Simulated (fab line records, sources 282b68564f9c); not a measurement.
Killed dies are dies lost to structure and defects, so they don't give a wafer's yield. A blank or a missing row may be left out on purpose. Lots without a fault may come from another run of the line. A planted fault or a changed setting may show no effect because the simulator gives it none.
Problem report in the 8D (eight disciplines) form, filled by code | flow rit_cmos | the parts of the form that need people (team, actions taken, sign-off) are left out

1. THE PROBLEM
M1_AL_RS at RIT_M1_RS_MEAS_01 reads a mean of 0.0454 ohm/sq on 1 wafer of 1 lot; wafers without a fault read 0.0733 ohm/sq with a standard deviation of 0.00061. That is -46 standard deviations from the usual mean.
The step: measures by four-point-probe.
First seen on wafer L661.2, day 7 06:53, on film_metro-04. The record holds 39 wafers of 13 lots with a number at this step. Rule for "out", or "out of limits": more than 4 standard deviations from the usual mean. The other wafers with a number count as sound.

2. WHAT IT IS AND WHAT IT IS NOT
question                    | is               | is not
which readings at this step | M1_AL_RS         | -
which lots                  | L661             | L643, L644, L646, L647, L648, L649, L651, L652, L654, L655, L659, L664
which wafers of those lots  | L661.2           | L661.3, L661.6
read on which gauges        | film_metro-04    | film_metro-02, film_metro-03
when                        | from day 7 06:53 | up to then (35 sound wafers); but 3 sound wafers of L664 came after

3. SUSPECTS, AND WHAT RULES EACH OUT
Counting: a tool at a process step up to the reading stays a suspect if it ran every lot that is out. Sound lots after the first of them don't rule it out here, since some wafers of a struck lot are sound.
- the gauge at RIT_M1_RS_MEAS_01: ruled out. All the wafers that are out were read on film_metro-04, but those of them that RIT_M1_METAL_ETCH_12 has rows for are out there too, on other tools.
- pvd_sputter-02 at RIT_M1_SPUTTER_00 (material Al, target thk 400 nm, time 500 s): kept. It ran the lot that is out, L661 (day 7 06:34); its last sound lot up to then is L659 (day 6 19:46).
Left after counting: pvd_sputter-02 at RIT_M1_SPUTTER_00.

4. THE CAUSE (what the simulator had put in)
Process parameter drift: pvd_sputter-02, from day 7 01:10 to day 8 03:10, at RIT_M1_SPUTTER_00. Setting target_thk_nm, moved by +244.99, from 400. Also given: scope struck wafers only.
Counting left only this tool.

5. THE CHAIN OF EFFECTS, in route order
Each row: a reading whose mean over the struck wafers that have a number lies more than 3 standard deviations from the usual. Only readings for which the record gives a usual standard deviation are gone through. hours: the time from each lot's start at the first step in this table that gives one to its start at this step, as a median over the lots. sigmas: the change in usual standard deviations.
hours | step                 | reading              | usual         | on struck wafers | change  | sigmas
0     | RIT_M1_RS_MEAS_01    | M1_AL_RS             | 0.0733 ohm/sq | 0.0454           | -0.0279 | -46
0     | RIT_M1_THK_MEAS_02   | M1_AL_THK            | 397 nm        | 637              | +240    | +60
2     | RIT_M1_METAL_ETCH_12 | oes_product_au       | 0.786 a.u.    | 1.030            | +0.244  | +19
5     | RIT_M1_PROBE_99      | defect_limited_yield | 97.4 %        | 0.0              | -97.4   | -81
5     | RIT_M1_PROBE_99      | killed_at_M0_to_M3   | 0.0           | 258.0            | +258.0  | +99 or more
5     | RIT_M1_PROBE_99      | killed_dies          | 7             | 264              | +257    | +83
5     | RIT_M1_PROBE_99      | killed_on_rim        | 1.7           | 70.0             | +68.3   | +49
5     | RIT_M1_PROBE_99      | sort_bin_5_function  | 1.4 %         | 98.9             | +97.5   | +99 or more
5     | RIT_M1_PROBE_99      | sort_n_pass          | 257           | 0                | -257    | -83
5     | RIT_M1_PROBE_99      | sort_yield_pct       | 97.4 %        | 0.0              | -97.4   | -81
The process steps in it:
- RIT_M1_METAL_ETCH_12: etches Al in Cl2/BCl3, stops on SiO2, time 165 s, target depth 600 nm.
- RIT_M1_PROBE_99

6. WHAT WOULD HAVE CAUGHT IT SOONER
In this record the first reading out of limits at a measuring or inspecting step was taken at day 7 06:53, 6 hours after the fault began at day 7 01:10.
Of the tool readings at RIT_M1_SPUTTER_00 for which the record gives a usual standard deviation, none was out on any struck wafer, so an alarm limit of 4 standard deviations on them would not have fired.
All the lots that are out (1) had begun RIT_M1_SPUTTER_00 on pvd_sputter-02 by day 7 06:53. A hold on the tool at that time would have spared none of them.
